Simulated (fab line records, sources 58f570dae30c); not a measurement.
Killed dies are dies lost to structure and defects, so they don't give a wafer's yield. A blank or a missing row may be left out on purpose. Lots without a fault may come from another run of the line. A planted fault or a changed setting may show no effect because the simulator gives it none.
One fault seen from 2 desks | flow berkeley_cmos170 | each desk has only its own numbers; what lay behind them comes last

THE METROLOGY DESK
What the gauges read, lot by lot, whatever tool the lot ran on: means of the sampled wafers that have a number. A lot is out of limits, marked OUT, if its mean lies more than 4 standard deviations from the usual mean; the brackets give that distance.
Columns: A = cd_nm at UCB170_V2_CD_MEAS_12, usual 700.3 nm
lot  | first seen here | A
L934 | day 9 04:23     | 700.5
L936 | day 9 13:49     | 700.7
L933 | day 9 15:50     | 702.5
L935 | day 9 17:23     | 697.1
L937 | day 9 20:01     | 699.0
L938 | day 10 00:21    | 700.9
L939 | day 10 00:39    | 701.1
L948 | day 13 00:59    | 702.6
L950 | day 13 01:29    | 700.7
L952 | day 14 06:20    | 699.8
L954 | day 14 22:46    | 697.5
L955 | day 14 22:58    | 700.2
This desk's finding: nothing out of limits on any of the 12 lots.

THE TOOL OWNER'S DESK: rie_diel-03
The tool's own readings at UCB170_CONTACT_ETCH_18 (etches PSG in CHF3/CF4/Ar, stops on TiSi2, target depth 840 nm, time 195 s): means of the sampled wafers that have a number, for each lot that ran on this tool. A lot is out of limits, marked OUT, if its mean lies more than 4 standard deviations from the usual mean; the brackets give that distance.
Columns: A = drypump_motor_current_A at UCB170_CONTACT_ETCH_18, usual 5.7 A; B = oes_product_au at UCB170_CONTACT_ETCH_18, usual 0.897 a.u.; C = throttle_valve_pct at UCB170_CONTACT_ETCH_18, usual 6.93 %
lot  | first seen here | A   | B                | C
L935 | day 9 05:00     | 5.6 | 0.876            | 6.88
L937 | day 9 06:00     | 5.6 | 0.893            | 6.95
L938 | day 9 08:00     | 5.4 | 0.895            | 6.89
L942 | day 10 03:00    | 5.0 | 0.796 (-6.8) OUT | 6.84
L943 | day 10 15:00    | 5.1 | 0.789 (-7.2) OUT | 6.86
L952 | day 13 14:00    | 5.4 | 0.891            | 6.87
This desk's finding: out of limits on L942, L943; first on L942, day 10 03:00 (oes_product_au at UCB170_CONTACT_ETCH_18). In limits: L935, L937, L938, L952.

PUT TOGETHER
The tool owner's desk could have raised an alarm at day 10 03:00, on L942, L943.
The metrology desk saw nothing out of limits.
The metrology desk has no number on record for L942, L943.
Of the lots named, all ran UCB170_CONTACT_ETCH_18 on rie_diel-03.

WHAT THE SIMULATOR HAD PUT IN
Process parameter drift: rie_diel-03, from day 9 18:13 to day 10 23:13, at UCB170_CONTACT_ETCH_18. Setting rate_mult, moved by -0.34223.
Lots struck among those shown: L942, L943.
Hours from the fault's start to each desk's first reading out of limits: the tool owner's desk, 9.
